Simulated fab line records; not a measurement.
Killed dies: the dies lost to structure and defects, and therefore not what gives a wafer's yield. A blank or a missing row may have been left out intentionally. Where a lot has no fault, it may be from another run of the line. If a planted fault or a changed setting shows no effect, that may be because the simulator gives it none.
Struck lot and sound lot, side by side    flow ritCmos    17 out of 202 route steps
Sound: wafers L473.2, L473.4, L473.6. Wafers L474.2, L474.3, L474.4 were the ones struck. Last of all comes the cause.
Each step with rows lists, per side, the tool, then ch with its chambers, then its first start. Under that, the readings that differ: sound wafers    struck wafers    difference of the means    sigmas: that difference in standard deviations of wafers without a fault.
alike: a reading whose means differ by less than 2 such deviations, as well as words and numbers matching on both sides. not compared: withheld readings; readings where some wafer has no value; bounds like >300 that might hide an equal value; numbers whose values overlap and for which the record gives no deviation.
The two part at a step that has a row with sigmas, a row that says differs or no value, or rows on one side only. When numbers do not overlap yet have no deviation, they are printed without sigmas and do not part them. A reading that every wafer of one side lacks parts them only if that side has two wafers or more.

first, 1 step without rows for these wafers: RIT_PRETRO_DEVELOP_05 (develop time 68 s).
RIT_PRETRO_OVL_MEAS_06:
  sound on overlay-02 at day 2 17:20; struck on overlay-01 at day 2 21:34
  alike: PRETRO_OVL
then, 2 steps without rows for these wafers: RIT_PRETRO_HARDBAKE_07 (time 120 s); RIT_PRETRO_IMPLANT_08.
RIT_PRETRO_STRIP_09: strips in O2, time 180 s.
  sound on plasmaAsher-01 ch 0,1, day 2 17:46; struck on plasmaAsher-01 ch 0,1, day 2 22:00
  alike: o2FlowSccm
  not compared: rfHoursCounterH
RIT_PRETRO_TW_MEAS_10:
  sound on filmMetro-02 at day 2 17:57; struck on filmMetro-01 at day 2 22:11
  alike: PRETRO_TW
then, 5 steps without rows for these wafers: RIT_GATE_WET_ETCH_00 (etches SiO2 in BOE, target depth 56 nm, time 60 s); RIT_GATE_CLEAN_01 (cleans in SC1, time 600 s); RIT_GATE_CLEAN_02 (cleans in dHF, time 30 s); RIT_GATE_CLEAN_03 (cleans in SC2, time 600 s); RIT_GATE_CLEAN_04 (cleans in dHF, time 60 s).
RIT_FOX2_THK_MEAS_91:
  sound on filmMetro-02 at day 2 18:26; struck on filmMetro-01 at day 2 22:40
  alike: FIELD_OXIDE_LEFT_2_THK
RIT_GATE_OXIDATION_05: target thk 3 nm, ox time 270 s.
  sound on furnace-04 ch 0, day 2 18:29; struck on furnace-04 ch 0, day 2 22:43
reading                                     sound                struck                difference  sigmas
spikeTcCentreC (C)                          901.8 903.4 902.0    887.2 886.5 887.5     -15.3       -15
spikeTcLoadC (C)                            925.3 924.1 925.4    910.3 910.8 909.1     -14.9       -11
spikeTcSourceC (C)                          923.5 924.5 922.1    908.7 908.7 908.0     -14.9       -14
tubeCenterTempC (C)                         900.1 900.04 900.03  885.99 885.94 885.97  -14.09      -99 or more
tube_center_temp_C_max                      902.3 903.4 902.7    887.9 887.8 887.8     -15.0       -37
model.SiO2_of_GATE_OXIDATION_05.thkNm (nm)  3.001 2.978 2.954    2.478 2.511 2.519     -0.475      
then, 1 step without rows for these wafers: RIT_GATE_ANNEAL_06 (time 600 s).
RIT_GATE_THK_MEAS_07:
  sound on filmMetro-02 at day 2 19:49; struck on filmMetro-02 at day 3 01:11
reading              sound           struck          difference  sigmas
GATE_OXIDE_THK (nm)  3.04 2.99 2.96  2.47 2.50 2.53  -0.50       -8
then, 1 step without rows for these wafers: RIT_GATE_CVD_08 (deposits poly-Si from SiH4, target thk 250 nm, time 2220 s).
RIT_M1_PROBE_99:
  sound on prober-01 at day 3 18:40; struck on prober-02 at day 4 01:38
reading                           sound              struck             difference  sigmas
model.etest.pmos_0p3.rOnOhmUm     6410 6456 6380     5319 5356 5458     -1038       
model.etest.pmosTurned.rOnOhmUm   3750 3786 3639     3094 3119 3139     -608        
model.etest.pmos_0p15.rOnOhmUm    2952 2990 2923     2479 2519 2529     -446        
model.etest.nmos_0p3.rOnOhmUm     2253 2259 2224     1946 1971 1970     -283        
model.etest.nmos_0p15.driveUaUm   434.8 434.4 445    535 520 518.7      +87         
model.etest.nmos_0p15.rOnOhmUm    1222 1241 1226     1078 1106 1100     -135        
model.etest.nmosNarrow.driveUaUm  225.1 222.2 226.8  272.7 276 274.6    +49.7       
model.etest.nmos_0p3.driveUaUm    218.9 220.8 224.5  276.9 276.2 273.5  +54.1       
  alike: killedAtFrontEnd, killedDies, killedOpen, killedShort

## WHERE THEY PART
First at RIT_GATE_OXIDATION_05; last, within this record, at RIT_GATE_THK_MEAS_07. Later steps at which nothing parts them and some readings are alike: RIT_M1_PROBE_99.

WHY: whatever the simulator had introduced
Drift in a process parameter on furnace-04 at RIT_GATE_OXIDATION_05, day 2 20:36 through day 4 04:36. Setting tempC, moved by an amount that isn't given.
